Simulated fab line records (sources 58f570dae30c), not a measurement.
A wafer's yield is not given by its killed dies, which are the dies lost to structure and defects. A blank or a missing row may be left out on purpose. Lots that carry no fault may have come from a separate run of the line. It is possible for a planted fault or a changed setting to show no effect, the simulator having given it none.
One fault seen from 2 desks | flow berkeleyCmos170 | every desk sees just its own numbers, and what lay behind them comes last

== METROLOGY DESK ==
Lot by lot, what the gauges showed, no matter which tool ran the lot: averages of those sampled wafers that carry a number. Any lot whose mean is over 4 standard deviations away from the usual mean is out of limits and marked OUT; that distance is given in the brackets.
Columns: A = cdNm at UCB170_GATE_CD_MEAS_12, usual 350.4 nm; B = GATE_OVL at UCB170_GATE_OVL_MEAS_13, usual 1 nm; C = PLDD_TW at UCB170_PLDD_TW_MEAS_11, usual 1008; D = PLDD_RS at UCB170_SDANNEAL_RS_MEAS_04, usual 1031.9 ohm/sq
lot  | first seen here | A     | B  | C               | D
L295 | day 6 20:28     | 349.0 | 8  | 1016            | 1031.7
L294 | day 6 20:36     | 351.4 | 5  | 1006            | 1033.2
L296 | day 7 17:28     | 351.3 | -0 | 1002            | 1030.1
L299 | day 8 00:20     | 350.7 | -3 | 992             | 1033.4
L298 | day 8 00:29     | 348.2 | -4 | 1016            | 1032.3
L301 | day 8 17:30     | 349.4 | -2 | 1019            | 1031.4
L304 | day 9 07:14     | 350.3 | 6  | 1075 (+6.7) OUT | 860.0 (-59) OUT
L306 | day 9 17:58     | 350.5 | 4  | 1084 (+7.6) OUT | 859.6 (-59) OUT
L311 | day 10 11:41    | 348.1 | 11 | 999             | 1028.0
L309 | day 10 11:59    | 350.9 | 5  | 1018            | 1035.4
L312 | day 11 20:50    | 350.9 | -6 | 1014            | 1036.6
L315 | day 12 04:20    | 351.5 | 0  | 1014            | 1031.7
L317 | day 12 12:54    | 351.4 | -7 | 1018            | 1028.7
L316 | day 12 13:13    | 352.4 | -7 | 1015            | 1033.0
This desk reports L304, L306 out of limits; the earliest was L304 at day 9 15:33 (PLDD_TW at UCB170_PLDD_TW_MEAS_11). In limits: L295, L294, L296, L299, L298, L301, L311, L309, L312, L315, L317, L316.

== TOOL OWNER'S DESK, implanter-01 ==
For each lot that ran on this tool, the mean over its sampled wafers that have a number, from the tool's own readings at UCB170_PLDD_IMPLANT_09. Any lot whose mean is over 4 standard deviations away from the usual mean is out of limits and marked OUT; that distance is given in the brackets.
Columns: A = beamOnS at UCB170_PLDD_IMPLANT_09, usual 10.00 s; B = doseIonsCm2 at UCB170_PLDD_IMPLANT_09, usual 5.001e+13; C = faradayCurrentUA at UCB170_PLDD_IMPLANT_09, usual 159
lot  | first seen here | A               | B                           | C
L294 | day 6 23:50     | 9.95            | 5.002e+13                   | 159
L296 | day 7 19:16     | 9.93            | 5.004e+13                   | 160
L299 | day 8 02:17     | 9.90            | 4.995e+13                   | 160
L298 | day 8 02:35     | 9.98            | 5.003e+13                   | 159
L304 | day 9 15:19     | 13.25 (+15) OUT | 7.584e+13 (+99 or more) OUT | 181 (+6.7) OUT
L306 | day 9 20:47     | 13.20 (+15) OUT | 7.584e+13 (+99 or more) OUT | 182 (+6.9) OUT
Finding of this desk: L304, L306 out of limits; the first was L304 at day 9 15:19, on beamOnS at UCB170_PLDD_IMPLANT_09. In limits: L294, L296, L299, L298.

== BROUGHT TOGETHER ==
An alarm could have come from the tool owner's desk at day 9 15:19, on L304, L306.
Metrology desk: alarm possible at day 9 15:33 on L304, L306.
Of the lots named, all ran UCB170_PLDD_IMPLANT_09 on implanter-01.

== WHAT WAS PUT IN BY THE SIMULATOR ==
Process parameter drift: implanter-01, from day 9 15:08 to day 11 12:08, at UCB170_PLDD_IMPLANT_09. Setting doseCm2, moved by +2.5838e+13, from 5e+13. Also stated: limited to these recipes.
Shown lots that were struck: L304, L306.
Time in hours from fault onset to the first out-of-limits reading at each desk: tool owner's desk 0, metrology desk 0.
